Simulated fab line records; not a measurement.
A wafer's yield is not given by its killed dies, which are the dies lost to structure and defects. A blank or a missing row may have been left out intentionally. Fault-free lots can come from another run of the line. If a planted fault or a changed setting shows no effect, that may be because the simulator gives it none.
fab line records ; flow ritCmos
record: lots: 5; wafers: 15; lastDay: 7
route steps=202 shown ACTIVE@1 M1@202
lots untouched by any fault: they come from a run of this same line in which no faults occurred
startH: start of the lot's first displayed wafer, in hours after the record's first day ; waitH: how many hours have passed since the lot's step before this one ; " same as the row above ; L1.1+2: several wafers, shown together as one row ; - no value, or no start given ; * or withheld: withheld ; < > ~ a bound
route shown NAME@n: NAME is a module with steps in the file, n the number in the route of the first one ; usual: mean/standard deviation taken from wafers without a fault ; same: alike in all rows ; chamber/n: place in a boat ; sites: readings site by site ; _std_site: standard deviation of those values ; _edge_site: the outer-site mean with the inner-site mean subtracted ; radiusMm: how far each site lies from the wafer's centre ; mask NAME#n: copy n ; behind: the tool/chamber that last shaped the wafer ; hold: why the lot was held/for how many hours/how that ended ; device: whichever transistor did not switch (one of n, p or np) ; end of line: the same wafers' tests at the end of the route ; a step without rows: its recipe alone ; killed: not the wafer's yield, but the dies lost to structure and defects at the first sort ; map: per-die view of a wafer (x killed, . not killed, _ where there is no die)
set.NAME: the setting the step ran with; set.NAME@STEP: the setting that earlier step ran with ; model.NAME: the simulator's own value behind a step, which no gauge read
certain route steps with their lots: each step a table, each wafer a row
services: a tool's chamber out of use, with start hour (startH, from the record's first day; less than 0 if before it), hours out, and reason
== steps ==
step: RIT_ACTIVE_BOW_MEAS_00
recipe: mode: bow
usual: INCOMING_BOW: 0/6.9
lot.wafer;tool;chamber;startH;waitH;INCOMING_BOW[um]
L309.1;filmMetro-02;-;20.00;-;2
L309.3;filmMetro-02;-;20.00;-;-1
L309.4;filmMetro-02;-;20.00;-;19
L315.2;filmMetro-02;-;50.02;-;8
L315.5;filmMetro-02;-;50.02;-;4
L315.6;filmMetro-02;-;50.02;-;2
L317.2;filmMetro-02;-;60.02;-;12
L317.3;filmMetro-02;-;60.02;-;7
L317.4;filmMetro-02;-;60.02;-;4
L326.1;filmMetro-01;-;105.00;-;-5
L326.2;filmMetro-01;-;105.00;-;1
L326.4;filmMetro-01;-;105.00;-;-9
L327.1;filmMetro-02;-;110.00;-;1
L327.4;filmMetro-02;-;110.00;-;-15
L327.5;filmMetro-02;-;110.00;-;9
step: RIT_ACTIVE_OXIDATION_01
recipe: tempC: 1000; ambient: O2; targetThkA: 468; oxTimeS: 3360
step: RIT_ACTIVE_THK_MEAS_02
recipe: reads: SiO2_of_ACTIVE_OXIDATION_01
usual: ACTIVE_OXIDE_THK: 47.2/0.98
lot.wafer;tool;chamber;startH;waitH;ACTIVE_OXIDE_THK[nm]
L309.1;filmMetro-01;-;22.12;0.0;47.4
L309.3;filmMetro-01;-;22.12;0.0;47.9
L309.4;filmMetro-01;-;22.12;0.0;47.0
L315.2;filmMetro-03;-;52.06;0.0;48.8
L315.5;filmMetro-03;-;52.06;0.0;48.5
L315.6;filmMetro-03;-;52.06;0.0;48.9
L317.2;filmMetro-02;-;62.06;0.0;48.2
L317.3;filmMetro-02;-;62.06;0.0;48.6
L317.4;filmMetro-02;-;62.06;0.0;47.7
L326.1;filmMetro-03;-;107.05;0.0;45.6
L326.2;filmMetro-03;-;107.05;0.0;46.4
L326.4;filmMetro-03;-;107.05;0.0;47.1
L327.1;filmMetro-01;-;112.05;0.0;47.8
L327.4;filmMetro-01;-;112.05;0.0;48.0
L327.5;filmMetro-01;-;112.05;0.0;46.9
step: RIT_ACTIVE_CVD_03
recipe: material: Si3N4; targetThkNm: 150; tempC: 810; precursor: SiH2Cl2/NH3; timeS: 1440; pressureMtorr: 300; sih2cl2FlowSccm: 60; nh3FlowSccm: 150
step: RIT_ACTIVE_THK_MEAS_04
recipe: reads: Si3N4_of_ACTIVE_CVD_03
usual: ACTIVE_NITRIDE_THK: 143.9/1.4
lot.wafer;tool;chamber;startH;waitH;ACTIVE_NITRIDE_THK[nm]
L309.1;filmMetro-02;-;23.95;0.0;145.6
L309.3;filmMetro-02;-;23.95;0.0;144.7
L309.4;filmMetro-02;-;23.95;0.0;146.2
L315.2;filmMetro-03;-;53.54;0.0;145.0
L315.5;filmMetro-03;-;53.54;0.0;142.9
L315.6;filmMetro-03;-;53.54;0.0;144.1
L317.2;filmMetro-02;-;63.54;0.0;143.4
L317.3;filmMetro-02;-;63.54;0.0;143.1
L317.4;filmMetro-02;-;63.54;0.0;143.6
L326.1;filmMetro-01;-;108.53;0.0;145.3
L326.2;filmMetro-01;-;108.53;0.0;144.4
L326.4;filmMetro-01;-;108.53;0.0;144.5
L327.1;filmMetro-01;-;113.53;0.0;143.4
L327.4;filmMetro-01;-;113.53;0.0;144.2
L327.5;filmMetro-01;-;113.53;0.0;143.6
step: RIT_ACTIVE_HMDS_05
recipe: primeTimeS: 60; primeTempC: 140
step: RIT_ACTIVE_COAT_06
recipe: resist: NOVOLAK; spinRpm: 3250; resistThkNm: 1000
step: RIT_ACTIVE_SOFTBAKE_07
recipe: resist: NOVOLAK; tempC: 90; timeS: 60
step: RIT_ACTIVE_EXPOSE_08
recipe: maskId: M1; na: 0.6; sourceShape: conventional; sigmaOuter: 0.6; targetCdNm: 1400; doseMj: 225
usual: stageVelMmS: 499.95/0.26
lot.wafer;tool;chamber;startH;waitH;mask;stageVelMmS
L309.1;ilineStepper-01;0;24.59;0.2;M1#0;500.12
L309.3;ilineStepper-01;0;24.59;0.2;M1#0;500.11
L309.4;ilineStepper-01;0;24.59;0.2;M1#0;499.83
L315.2;ilineStepper-02;0;54.18;0.2;M1_R1#0;500.15
L315.5;ilineStepper-02;0;54.18;0.2;M1_R1#0;499.56
L315.6;ilineStepper-02;0;54.18;0.2;M1_R1#0;499.57
L317.2;ilineStepper-02;0;64.06;0.1;M1#0;499.91
L317.3;ilineStepper-02;0;64.06;0.1;M1#0;500.02
L317.4;ilineStepper-02;0;64.06;0.1;M1#0;499.86
L326.1;ilineStepper-02;0;109.04;0.1;M1#0;500.21
L326.2;ilineStepper-02;0;109.04;0.1;M1#0;499.58
L326.4;ilineStepper-02;0;109.04;0.1;M1#0;500.16
L327.1;ilineStepper-02;0;114.10;0.1;M1#0;500.36
L327.4;ilineStepper-02;0;114.10;0.1;M1#0;499.79
L327.5;ilineStepper-02;0;114.10;0.1;M1#0;500.12
step: RIT_ACTIVE_PEB_09
recipe: resist: NOVOLAK; tempC: withheld; timeS: withheld
step: RIT_ACTIVE_DEVELOP_10
recipe: resist: NOVOLAK; developTimeS: 50; devTempC: 23
step: RIT_ACTIVE_CD_MEAS_11
recipe: targetCdNm: 1400
usual: cdNm: 1400.0/2.4
lot.wafer;tool;chamber;startH;waitH;hold;cdNm
L309.1;cdSem-02;-;24.99;-;-;1398.7
L309.3;cdSem-02;-;24.99;-;-;1397.4
L309.4;cdSem-02;-;24.99;-;-;1399.3
L315.2;cdSem-01;-;54.58;-;awaitDispo/0.2h/release;1276.8
L315.5;cdSem-01;-;54.58;-;awaitDispo/0.2h/release;1275.4
L315.6;cdSem-01;-;54.58;-;awaitDispo/0.2h/release;1274.7
L315.2;cdSem-01;-;55.16;0.6;-;1276.8
L315.5;cdSem-01;-;55.16;0.6;-;1275.7
L315.6;cdSem-01;-;55.16;0.6;-;1274.7
L317.2;cdSem-01;-;64.46;-;-;1400.4
L317.3;cdSem-01;-;64.46;-;-;1402.4
L317.4;cdSem-01;-;64.46;-;-;1403.4
L326.1;cdSem-02;-;109.46;-;-;1401.7
L326.2;cdSem-02;-;109.46;-;-;1400.5
L326.4;cdSem-02;-;109.46;-;-;1400.5
L327.1;cdSem-02;-;114.50;-;-;1402.8
L327.4;cdSem-02;-;114.50;-;-;1403.3
L327.5;cdSem-02;-;114.50;-;-;1404.0
step: RIT_M1_PROBE_99
usual: defectLimitedYield: 97.6/1.1; killedAtContacts: 0.1/0.29; killedAtFrontEnd: 6.3/2.8; killedDies: 6.4/2.8; killedOpen: 3.3/1.7; killedShort: 3.1/1.9; sort_bin_3_pad_short: 0.1/0.23; sort_bin_5_function: 1.4/0.78; sort_bin_6_memory: 0.9/0.63; sortNPass: 257.6/2.8; sortYieldPct: 97.6/1.1
same: grossDies: 264; killed_at_M0_to_M3: 0; killed_at_M4_up: 0; killedAtBackSide: 0; killedAtOther: 0
lot.wafer;tool;chamber;startH;waitH;defectLimitedYield[%];killedAtContacts;killedAtFrontEnd;killedDies;killedOpen;killedShort;sort_bin_3_pad_short[%];sort_bin_5_function[%];sort_bin_6_memory[%];sortNPass;sortYieldPct[%]
L309.1;prober-01;-;68.46;0.1;97.7;0;6;6;3;3;0;1.9;0.4;258.0;97.7
L309.3;prober-01;-;68.56;0.2;95.8;0;11;11;7;4;0.4;2.3;1.5;253.0;95.8
L309.4;prober-01;-;68.61;0.2;98.5;0;4;4;3;1;0;0.8;0.8;260.0;98.5
L317.2;prober-01;-;107.41;0.1;96.6;0;9;9;4;5;0;1.9;1.5;255.0;96.6
L317.3;prober-01;-;107.46;0.2;94.7;1;13;14;5;9;0.4;3.0;1.9;250.0;94.7
L317.4;prober-01;-;107.51;0.2;97.7;1;5;6;3;3;0;1.1;1.1;258.0;97.7
L326.1;prober-02;-;151.42;0.1;100.0;0;0;0;0;0;0;0;0;264.0;100.0
L326.2;prober-02;-;151.47;0.1;97.7;0;6;6;3;3;0;1.5;0.8;258.0;97.7
L326.4;prober-02;-;151.57;0.2;98.5;0;4;4;2;2;0;1.1;0.4;260.0;98.5
L327.1;prober-01;-;157.47;0.1;98.1;0;5;5;3;2;0;1.1;0.8;259.0;98.1
L327.4;prober-01;-;157.62;0.2;94.3;0;15;15;9;5;0;3.8;1.9;249.0;94.3
L327.5;prober-01;-;157.67;0.2;96.2;0;10;10;1;9;0;1.1;2.7;254.0;96.2
killed by level:class
L309.1 SILICIDE:geometricParticle:open=2 FOX1:geometricParticle:short=1 GATE:geometricParticle:open=1 SPACER:geometricParticle:short=1 SILICIDE:geometricParticle:short=1
L309.3 GATE:geometricParticle:open=5 GATE:geometricParticle:short=2 FOX2:geometricParticle:open=1 REOX:geometricParticle:short=1 SPACER:geometricParticle:open=1 SILICIDE:geometricParticle:short=1
L309.4 FOX1:geometricParticle:short=1 GATE:geometricParticle:open=1 REOX:geometricParticle:open=1 SILICIDE:geometricParticle:open=1
L317.2 GATE:geometricParticle:open=3 GATE:geometricParticle:short=2 SPACER:geometricParticle:short=2 REOX:geometricParticle:open=1 SILICIDE:geometricParticle:short=1
L317.3 GATE:geometricParticle:short=5 REOX:geometricParticle:short=3 FOX1:geometricParticle:open=2 SILICIDE:geometricParticle:open=2 CONTACT:geometricParticle:open=1 SILICIDE:geometricParticle:short=1
L317.4 SILICIDE:geometricParticle:short=2 FOX1:geometricParticle:open=1 GATE:geometricParticle:open=1 SILICIDE:geometricParticle:open=1 CONTACT:geometricParticle:short=1
L326.2 FOX1:geometricParticle:short=1 FOX1:geometricParticle:open=1 REOX:geometricParticle:open=1 SPACER:geometricParticle:short=1 SILICIDE:geometricParticle:open=1 SILICIDE:geometricParticle:short=1
L326.4 REOX:geometricParticle:short=2 FOX2:geometricParticle:open=1 GATE:geometricParticle:open=1
L327.1 REOX:geometricParticle:open=2 FOX1:geometricParticle:short=1 SILICIDE:geometricParticle:open=1 SILICIDE:geometricParticle:short=1
L327.4 SPACER:geometricParticle:open=4 REOX:geometricParticle:short=3 GATE:geometricParticle:open=2 FOX1:geometricParticle:open=1 FOX2:geometricParticle:short=1 REOX:geometricParticle:open=1 SILICIDE:geometricParticle:short=1 SILICIDE:geometricParticle:open=1
L327.5 REOX:geometricParticle:short=3 GATE:geometricParticle:short=2 FOX1:geometricParticle:short=1 FOX2:geometricParticle:short=1 REOX:geometricParticle:open=1 SPACER:geometricParticle:short=1 SILICIDE:geometricParticle:short=1
== services ==
tool;chamber;startH;hours;kind
ilineStepper-02;-;12.96;1.7;pm
ilineStepper-01;-;14.63;1.7;pm
ilineStepper-01;0;37.47;-;calibration
ilineStepper-02;0;94.44;-;calibration
== key ==
firstSign: step: RIT_ACTIVE_EXPOSE_08; reading: mask; direction: changed
effect: step: RIT_ACTIVE_CD_MEAS_11; reading: visit; direction: added
effect: step: RIT_ACTIVE_CD_MEAS_11; reading: cdNm; direction: down; sigmas: 53; usual: 1400.0; struck: 1275.6
metAt RIT_ACTIVE_EXPOSE_08
struckWafers L315.2,L315.5,L315.6
scrappedBehind RIT_ACTIVE_CD_MEAS_11 L315.2,L315.5,L315.6
fault: kind: wrongMask; tool: any; chamber: -; onsetH: 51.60; steps: RIT_ACTIVE_EXPOSE_08; auxCopy: M1_R1#0; cdOffsetNm: -120; scope: struckLotsOnly
